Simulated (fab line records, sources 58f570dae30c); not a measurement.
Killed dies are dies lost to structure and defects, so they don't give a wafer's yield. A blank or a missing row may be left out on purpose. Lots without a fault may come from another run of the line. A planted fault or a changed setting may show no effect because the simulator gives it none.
A struck lot beside a sound one | flow berkeley_cmos170 | 14 steps out of a route of 331
Sound: wafers L205.2, L205.3, L205.6. Struck: wafers L211.3, L211.4, L211.5. The cause comes at the end.
At each step with rows: each side's tool, then ch and its chambers, then its first start. Under that, the readings that differ: sound wafers | struck wafers | difference of the means | sigmas: that difference in standard deviations of wafers without a fault.
alike: readings whose means differ by less than 2 such deviations, and words and numbers that are the same on both sides. not compared: withheld readings, readings that some wafer has no value for, bounds like >300 that may hide the same value, and numbers for which the record gives no deviation and whose values overlap.
The two part at a step that has a row with sigmas, a row that says differs or no value, or rows on one side only. Numbers that don't overlap but have no deviation are shown without sigmas and don't part them. A reading that every wafer of one side lacks parts them only if that side has two wafers or more.

UCB170_FIELD_THK_MEAS_90:
  sound on film_metro-04, day 6 15:28; struck on film_metro-01, day 8 07:29
  reading                     | sound       | struck      | difference | sigmas
  FIELD_OXIDE_LEFT_1_THK (nm) | 476 472 468 | 433 435 433 | -38        | -3
then, 2 steps without rows for these wafers: UCB170_SACOX_CLEAN_00 (cleans in dHF, time 7.5 s); UCB170_SACOX_OXIDATION_01 (target thk 14.4 nm, ox time 2400 s).
UCB170_SACOX_THK_MEAS_02:
  sound on film_metro-04, day 6 22:04; struck on film_metro-04, day 8 11:59
  alike: SACOX_OXIDE_THK
then, 2 steps without rows for these wafers: UCB170_SCREENOX_WET_ETCH_00 (etches SiO2 in dHF, time 200 s); UCB170_SCREENOX_OXIDATION_01 (target thk 14.4 nm, ox time 2400 s).
UCB170_SCREENOX_THK_MEAS_02:
  sound on film_metro-03, day 7 06:53; struck on film_metro-02, day 8 17:48
  alike: SCREENOX_OXIDE_THK
then, 5 steps without rows for these wafers: UCB170_SCREENOX_ANNEAL_03 (time 900 s); UCB170_NVT_HMDS_00 (prime time 60 s); UCB170_NVT_COAT_01 (resist thk 900 nm); UCB170_NVT_SOFTBAKE_02 (time 60 s); UCB170_NVT_EXPOSE_03 (exposes mask PWELL, target cd 3000 nm).
UCB170_NVT_PEB_04:
  sound on litho_track-01 ch 0, day 7 11:05; struck on litho_track-03, day 9 00:16
  no value came back on the struck wafers for chill_plate_temp_C (C), exhaust_pa (Pa); on the sound wafers chill_plate_temp_C (C) reads 23.01 23.00 23.05
then, 1 step without rows for these wafers: UCB170_NVT_DEVELOP_05 (develop time 45 s).

WHERE THEY PART
First at UCB170_FIELD_THK_MEAS_90; last, within this record, at UCB170_NVT_PEB_04.

WHY: what the simulator had put in
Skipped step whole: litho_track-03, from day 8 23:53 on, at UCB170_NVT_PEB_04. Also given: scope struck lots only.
